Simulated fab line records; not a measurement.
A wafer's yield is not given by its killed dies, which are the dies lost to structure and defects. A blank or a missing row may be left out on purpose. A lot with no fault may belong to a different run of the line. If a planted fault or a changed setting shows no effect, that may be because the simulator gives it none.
What tool caused it? :: flow berkeley cmos170 :: Sampling: 14 lots, 42 wafers, 5 of 331 route steps

== WHAT THE GAUGES SHOWED, per wafer ==
UCB170_ACTIVE_THK_MEAS_03.
lot: L379
measured: day 4 02:55
on: film metro-03
ACTIVE_OXIDE_THK (nm): 26.4 26.4 26.0

lot: L378
measured: day 4 02:56
on: film metro-01
ACTIVE_OXIDE_THK (nm): 26.1 26.5 26.2

lot: L381
measured: day 4 07:25
on: film metro-01
ACTIVE_OXIDE_THK (nm): 25.5 25.5 25.2

lot: L380
measured: day 4 07:26
on: film metro-03
ACTIVE_OXIDE_THK (nm): 26.1 25.9 25.8

lot: L383
measured: day 4 19:04
on: film metro-01
ACTIVE_OXIDE_THK (nm): 25.6 25.5 25.3

lot: L384
measured: day 4 19:04
on: film metro-02
ACTIVE_OXIDE_THK (nm): 25.9 25.4 25.3

lot: L385
measured: day 5 05:04
on: film metro-02
ACTIVE_OXIDE_THK (nm): 26.6 26.5 26.8

lot: L386
measured: day 5 05:04
on: film metro-01
ACTIVE_OXIDE_THK (nm): 26.7 26.9 26.4

lot: L387
measured: day 5 14:37
on: film metro-02
ACTIVE_OXIDE_THK (nm): 27.1 26.8 26.7

lot: L389
measured: day 5 23:21
on: film metro-01
ACTIVE_OXIDE_THK (nm): 25.3 25.1 24.9

lot: L392
measured: day 6 11:10
on: film metro-03
ACTIVE_OXIDE_THK (nm): 26.5 26.6 26.4

lot: L396
measured: day 7 07:41
on: film metro-01
ACTIVE_OXIDE_THK (nm): 27.3 27.0 26.8

lot: L395
measured: day 7 10:57
on: film metro-03
ACTIVE_OXIDE_THK (nm): 25.6 26.3 26.0

lot: L401
measured: day 8 16:39
on: film metro-03
ACTIVE_OXIDE_THK (nm): 27.1 26.8 26.1

UCB170_SACOX_THK_MEAS_02.
lot: L379
measured: day 5 05:53
on: film metro-04
SACOX_OXIDE_THK (nm): 14.17 14.30 14.32

lot: L378
measured: day 5 05:50
on: film metro-04
SACOX_OXIDE_THK (nm): 14.25 14.11 14.37

lot: L381
measured: day 5 05:53
on: film metro-02
SACOX_OXIDE_THK (nm): 13.87 13.99 13.78

lot: L380
measured: day 5 05:50
on: film metro-02
SACOX_OXIDE_THK (nm): 13.93 13.91 14.06

lot: L383
measured: day 5 20:47
on: film metro-04
SACOX_OXIDE_THK (nm): 14.23 14.40 14.27

lot: L384
measured: day 5 20:46
on: film metro-01
SACOX_OXIDE_THK (nm): 14.29 14.20 14.33

lot: L385
measured: day 6 07:45
on: film metro-04
SACOX_OXIDE_THK (nm): 14.59 14.68 14.57

lot: L386
measured: day 6 07:45
on: film metro-02
SACOX_OXIDE_THK (nm): 14.38 14.29 14.48

lot: L387
measured: day 6 15:35
on: film metro-01
SACOX_OXIDE_THK (nm): 14.44 14.29 14.17

lot: L389
measured: day 7 01:05
on: film metro-02
SACOX_OXIDE_THK (nm): 14.42 14.25 14.19

lot: L392
measured: day 7 13:58
on: film metro-01
SACOX_OXIDE_THK (nm): 14.51 14.13 14.21

lot: L396
measured: day 8 12:39
on: film metro-02
SACOX_OXIDE_THK (nm): 14.57 14.34 14.37

lot: L395
measured: day 8 17:28
on: film metro-02
SACOX_OXIDE_THK (nm): 14.75 14.87 14.69

lot: L401
measured: day 9 16:31
on: film metro-01
SACOX_OXIDE_THK (nm): 14.64 14.68 14.62

UCB170_PVT_TW_MEAS_09.
lot: L379
measured: day 5 16:10
on: film metro-04
PVT_TW: 503.5 508.3 507.4

lot: L378
measured: day 5 16:54
on: film metro-01
PVT_TW: 502.2 502.3 501.0

lot: L381
measured: day 5 16:32
on: film metro-03
PVT_TW: 508.1 505.9 505.8

lot: L380
measured: day 5 16:37
on: film metro-04
PVT_TW: 509.3 509.2 507.6

lot: L383
measured: day 6 10:02
on: film metro-01
PVT_TW: 503.2 503.5 500.9

lot: L384
measured: day 6 08:52
on: film metro-04
PVT_TW: 507.6 504.0 507.9

lot: L385
measured: day 6 17:49
on: film metro-03
PVT_TW: 509.2 507.2 507.2

lot: L386
measured: day 6 18:31
on: film metro-04
PVT_TW: 506.3 504.4 506.3

lot: L387
measured: day 7 05:29
on: film metro-01
PVT_TW: 506.3 504.9 506.0

lot: L389
measured: day 7 13:26
on: film metro-03
PVT_TW: 506.9 506.1 502.4

lot: L392
measured: day 8 01:34
on: film metro-04
PVT_TW: 508.9 511.2 509.2

lot: L396
measured: day 9 01:08
on: film metro-01
PVT_TW: 479.9 477.5 476.8

lot: L395
measured: day 9 02:53
on: film metro-04
PVT_TW: 479.1 477.8 482.3

lot: L401
measured: day 10 05:03
on: film metro-04
PVT_TW: 507.7 506.9 507.9

UCB170_PLDD_CD_MEAS_06 targets a cd of 1200 nm.
lot: L379
measured: day 6 03:58
on: cd sem-01
cd nm (nm): 1200.2 1202.3 1201.5

lot: L378
measured: day 6 04:13
on: cd sem-02
cd nm (nm): 1198.8 1199.9 1199.0

lot: L381
measured: day 6 04:27
on: cd sem-02
cd nm (nm): 1199.5 1200.3 1201.3

lot: L380
measured: day 6 04:16
on: cd sem-01
cd nm (nm): 1197.7 1199.0 1199.7

lot: L383
measured: day 6 20:11
on: cd sem-01
cd nm (nm): 1199.3 1198.7 1198.5

lot: L384
measured: day 6 20:25
on: cd sem-02
cd nm (nm): 1200.6 1199.7 1199.9

lot: L385
measured: day 7 09:35
on: cd sem-01
cd nm (nm): 1196.0 1197.2 1198.3

lot: L386
measured: day 7 09:20
on: cd sem-01
cd nm (nm): 1196.5 1197.3 1197.5

lot: L387
measured: day 7 19:07
on: cd sem-02
cd nm (nm): 1201.8 1199.6 1200.5

lot: L389
measured: day 8 03:07
on: cd sem-01
cd nm (nm): 1199.2 1200.9 1200.4

lot: L392
measured: day 8 16:34
on: cd sem-01
cd nm (nm): 1201.3 1200.1 1200.9

lot: L396
measured: day 9 14:32
on: cd sem-01
cd nm (nm): 1200.3 1200.0 1203.2

lot: L395
measured: day 9 14:34
on: cd sem-02
cd nm (nm): 1199.4 1200.0 1199.1

lot: L401
measured: day 10 21:10
on: cd sem-02
cd nm (nm): 1199.5 1200.1 1199.5

== WHAT TOOL EACH LOT RAN ON (gives the tool, then ch and the chambers of the sampled wafers, and finally the start) ==
lot: L379
UCB170_PVT_IMPLANT_07: implanter-04 ch 0, day 5 15:55

lot: L378
UCB170_PVT_IMPLANT_07: implanter-04 ch 0, day 5 16:41

lot: L381
UCB170_PVT_IMPLANT_07: implanter-02 ch 0, day 5 16:17

lot: L380
UCB170_PVT_IMPLANT_07: implanter-01 ch 0, day 5 16:23

lot: L383
UCB170_PVT_IMPLANT_07: implanter-04 ch 0, day 6 09:49

lot: L384
UCB170_PVT_IMPLANT_07: implanter-04 ch 0, day 6 08:38

lot: L385
UCB170_PVT_IMPLANT_07: implanter-02 ch 0, day 6 17:35

lot: L386
UCB170_PVT_IMPLANT_07: implanter-01 ch 0, day 6 18:18

lot: L387
UCB170_PVT_IMPLANT_07: implanter-01 ch 0, day 7 05:16

lot: L389
UCB170_PVT_IMPLANT_07: implanter-02 ch 0, day 7 13:11

lot: L392
UCB170_PVT_IMPLANT_07: implanter-02 ch 0, day 8 01:19

lot: L396
UCB170_PVT_IMPLANT_07: implanter-04 ch 0, day 9 00:54

lot: L395
UCB170_PVT_IMPLANT_07: implanter-04 ch 0, day 9 02:40

lot: L401
UCB170_PVT_IMPLANT_07: implanter-02 ch 0, day 10 04:49
- UCB170_PVT_IMPLANT_07

== AS READ BY THE TOOLS THEMSELVES (means over the sampled wafers that have a number; for cases with no such wafer, the mark the record gives instead) ==
UCB170_PVT_IMPLANT_07.
lot: L379
tool: implanter-04
beam energy keV: 30.008

lot: L378
tool: implanter-04
beam energy keV: 30.003

lot: L381
tool: implanter-02
beam energy keV: 30.005

lot: L380
tool: implanter-01
beam energy keV: 29.995

lot: L383
tool: implanter-04
beam energy keV: 30.004

lot: L384
tool: implanter-04
beam energy keV: 29.996

lot: L385
tool: implanter-02
beam energy keV: 30.001

lot: L386
tool: implanter-01
beam energy keV: 30.007

lot: L387
tool: implanter-01
beam energy keV: 30.004

lot: L389
tool: implanter-02
beam energy keV: 29.992

lot: L392
tool: implanter-02
beam energy keV: 29.990

lot: L396
tool: implanter-04
beam energy keV: 24.595

lot: L395
tool: implanter-04
beam energy keV: 24.592

lot: L401
tool: implanter-02
beam energy keV: 29.988

== THE ANSWER, worked out from the rows above alone ==
Rule: usual is defined by the lots themselves. Put in order of their means at a reading, lots are off if they are a third of the lots or fewer, leave a main group of 4 or more, and stand apart from it by a gap of 3 or more times the standard deviation of the main group's means; of several such gaps the widest counts. Not used: any main group whose means are identical at the precision the tables above print for the reading. A lot without any number at a reading at which 4 lots or more have one is off too. The other lots that the step has rows for count as sound. Order of review: gauges by route order, followed by the tools' own readings, for which a lot's mean as printed above is used. The first step at which some lot is off is used, and at that step the reading that is off furthest; a lot without a number counts as furthest.
Off: L396, L395, at UCB170_PVT_TW_MEAS_09 (PVT_TW). Mean 506.2 and standard deviation 2.2 in the main group.
A tool fits if, at a process step before that reading, it ran every lot that is off, and no sound lot after the first of them. The gauges at UCB170_PVT_TW_MEAS_09 aren't tried: what is off there is off at UCB170_PVT_IMPLANT_07 too, on other tools, and a gauge's error can't cause that. One fits: UCB170_PVT_IMPLANT_07 on implanter-04. Its last sound lot is L383 (day 6 09:49), its first lot that is off L396 (day 9 00:54): a fault that began between those two fits.
On the lots that are off, the tool's own readings at UCB170_PVT_IMPLANT_07 differ by more than 5 times the standard deviation of the sound lots' means, which bears it out; beam energy keV reads 24.593 there versus 29.999 on the sound lots.

== WHAT HAD BEEN PUT IN BY THE SIMULATOR ==
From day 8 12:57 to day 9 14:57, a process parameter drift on implanter-04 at UCB170_PVT_IMPLANT_07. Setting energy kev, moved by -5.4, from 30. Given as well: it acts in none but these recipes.
Lots struck among those shown: L396, L395. The rule above found the same.
